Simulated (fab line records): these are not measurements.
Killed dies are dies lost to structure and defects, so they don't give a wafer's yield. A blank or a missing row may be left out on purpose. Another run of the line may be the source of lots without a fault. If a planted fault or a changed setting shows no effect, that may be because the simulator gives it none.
What tool caused it? | flow rit-cmos | 15 lots, 45 wafers sampled, at 4 steps of a route of 202

WHAT EACH GAUGE READ, for each wafer
RIT_FOX2_THK_MEAS_90.
lot  | measured    | on            | FIELD_OXIDE_LEFT_1_THK (nm)
L153 | day 1 21:58 | film-metro-03 | 322 325 329
L156 | day 2 11:48 | film-metro-02 | 313 315 318
L157 | day 2 15:42 | film-metro-02 | 323 324 328
L158 | day 3 00:28 | film-metro-02 | 325 332 324
L159 | day 3 03:20 | film-metro-02 | 329 334 333
L161 | day 3 14:33 | film-metro-01 | 322 331 320
L162 | day 3 19:25 | film-metro-01 | 315 324 318
L163 | day 3 22:20 | film-metro-03 | 328 333 331
L164 | day 4 03:23 | film-metro-03 | 331 336 334
L166 | day 4 15:35 | film-metro-03 | 323 320 321
L167 | day 4 20:26 | film-metro-01 | 321 325 323
L168 | day 5 01:10 | film-metro-01 | 319 319 321
L169 | day 5 05:56 | film-metro-02 | 312 313 314
L170 | day 5 09:44 | film-metro-02 | 336 334 331
L172 | day 5 19:04 | film-metro-03 | 324 324 324

RIT_SPACER_THK_MEAS_04.
lot  | measured    | on            | SPACER_NITRIDE_THK (nm)
L153 | day 3 04:43 | film-metro-04 | 248.7 248.6 248.0
L156 | day 3 15:12 | film-metro-02 | 252.4 252.5 254.2
L157 | day 3 21:59 | film-metro-04 | 247.7 248.3 248.6
L158 | day 4 03:41 | film-metro-04 | 249.8 251.7 249.4
L159 | day 4 10:34 | film-metro-03 | 251.8 253.3 249.9
L161 | day 4 22:32 | film-metro-03 | 251.1 249.6 251.5
L162 | day 5 01:18 | film-metro-04 | 251.4 251.5 252.4
L163 | day 5 04:16 | film-metro-02 | 251.1 249.5 249.0
L164 | day 5 08:35 | film-metro-02 | 250.7 249.4 247.3
L166 | day 5 20:28 | film-metro-04 | 248.8 248.0 249.5
L167 | day 6 01:33 | film-metro-04 | 245.3 247.4 247.3
L168 | day 6 09:14 | film-metro-03 | 256.0 256.8 256.7 255.8 257.1 256.6
L169 | day 6 11:09 | film-metro-02 | 256.1 258.6 257.6 255.9 258.6 257.7
L170 | day 6 14:53 | film-metro-02 | 251.0 249.3 251.1
L172 | day 6 23:47 | film-metro-04 | 256.4 254.2 255.9

TOOL THAT RAN EACH LOT (tool first, then ch and the chambers of the sampled wafers, then the start)
lot  | RIT_NRETRO_STRIP_09                 | RIT_SPACER_CVD_03
L153 | plasma-asher-01 ch 0,1, day 2 08:34 | lpcvd-01 ch 0, day 3 02:48
L156 | plasma-asher-02 ch 0,1, day 2 22:34 | lpcvd-02 ch 0, day 3 13:17
L157 | plasma-asher-02 ch 0, day 3 03:32   | lpcvd-02 ch 1, day 3 20:04
L158 | plasma-asher-01 ch 0,1, day 3 10:33 | lpcvd-01 ch 0, day 4 01:44
L159 | plasma-asher-02 ch 1, day 3 15:35   | lpcvd-02 ch 1, day 4 08:39
L161 | plasma-asher-02 ch 0,1, day 4 01:26 | lpcvd-02 ch 1, day 4 20:35
L162 | plasma-asher-02 ch 0,1, day 4 06:48 | lpcvd-02 ch 1, day 4 23:22
L163 | plasma-asher-04 ch 0,1, day 4 11:00 | lpcvd-02 ch 1, day 5 02:20
L164 | plasma-asher-01 ch 0,1, day 4 14:24 | lpcvd-01 ch 1, day 5 06:40
L166 | plasma-asher-02 ch 0,1, day 5 02:44 | lpcvd-02 ch 1, day 5 18:33
L167 | plasma-asher-04 ch 0,1, day 5 08:02 | lpcvd-01 ch 0, day 5 23:38
L168 | plasma-asher-04 ch 0,1, day 5 11:50 | lpcvd-01 ch 1, day 6 07:19
L169 | plasma-asher-01 ch 0,1, day 5 16:48 | lpcvd-01 ch 1, day 6 09:14
L170 | plasma-asher-01 ch 0,1, day 5 20:30 | lpcvd-02 ch 0, day 6 12:58
L172 | plasma-asher-02 ch 0,1, day 6 06:02 | lpcvd-01 ch 1, day 6 21:52
- RIT_NRETRO_STRIP_09: strips in O2, time 180 s.
- RIT_SPACER_CVD_03: deposits Si3N4 from SiH2Cl2/NH3, target thk 250 nm, time 3300 s.

AS READ BY THE TOOLS THEMSELVES (means over the sampled wafers that have a number; for cases with no such wafer, the mark the record gives instead)
RIT_NRETRO_STRIP_09.
lot  | tool            | drypump-motor-current-A (A)
L153 | plasma-asher-01 | 5.9
L156 | plasma-asher-02 | 5.6
L157 | plasma-asher-02 | 6.5
L158 | plasma-asher-01 | 5.9
L159 | plasma-asher-02 | 5.1
L161 | plasma-asher-02 | 6.0
L162 | plasma-asher-02 | 5.6
L163 | plasma-asher-04 | 5.3
L164 | plasma-asher-01 | 5.9
L166 | plasma-asher-02 | 5.6
L167 | plasma-asher-04 | 5.5
L168 | plasma-asher-04 | 5.5
L169 | plasma-asher-01 | 5.9
L170 | plasma-asher-01 | 5.8
L172 | plasma-asher-02 | 5.6

RIT_SPACER_CVD_03.
lot  | tool     | nh3-flow-sccm (sccm) | zone-power-source-pct (%)
L153 | lpcvd-01 | 149.9                | 22.7
L156 | lpcvd-02 | 149.9                | 23.1
L157 | lpcvd-02 | 150.6                | 20.3
L158 | lpcvd-01 | 150.4                | 22.7
L159 | lpcvd-02 | 150.7                | 20.2
L161 | lpcvd-02 | 150.0                | 20.4
L162 | lpcvd-02 | 150.2                | 20.4
L163 | lpcvd-02 | 150.1                | 20.4
L164 | lpcvd-01 | 150.1                | 18.8
L166 | lpcvd-02 | 150.2                | 20.4
L167 | lpcvd-01 | 150.2                | 22.7
L168 | lpcvd-01 | 150.1                | 18.7
L169 | lpcvd-01 | 150.1                | 18.7
L170 | lpcvd-02 | 149.7                | 23.2
L172 | lpcvd-01 | 150.1                | 18.7

THE ANSWER, worked out from the rows above alone
Rule: usual is defined by the lots themselves. Put in order of their means at a reading, lots are off if they are a third of the lots or fewer, leave a main group of 4 or more, and stand apart from it by a gap of 3 or more times the standard deviation of the main group's means; of several such gaps the widest counts. A main group whose means are all the same, to the digits that the tables above print for the reading, isn't used. Also off: a lot with no number at a reading for which 4 or more lots have one. Any other lot the step has rows for is counted as sound. The gauges are gone through in route order, then the tools' own readings, and for those a lot's mean is taken as printed above. At the first step where some lot is off, the reading lying furthest off is the one used; lots without a number count as furthest.
Nothing can be told from this: no lot is off at any reading shown.

WHAT HAD BEEN PUT IN BY THE SIMULATOR
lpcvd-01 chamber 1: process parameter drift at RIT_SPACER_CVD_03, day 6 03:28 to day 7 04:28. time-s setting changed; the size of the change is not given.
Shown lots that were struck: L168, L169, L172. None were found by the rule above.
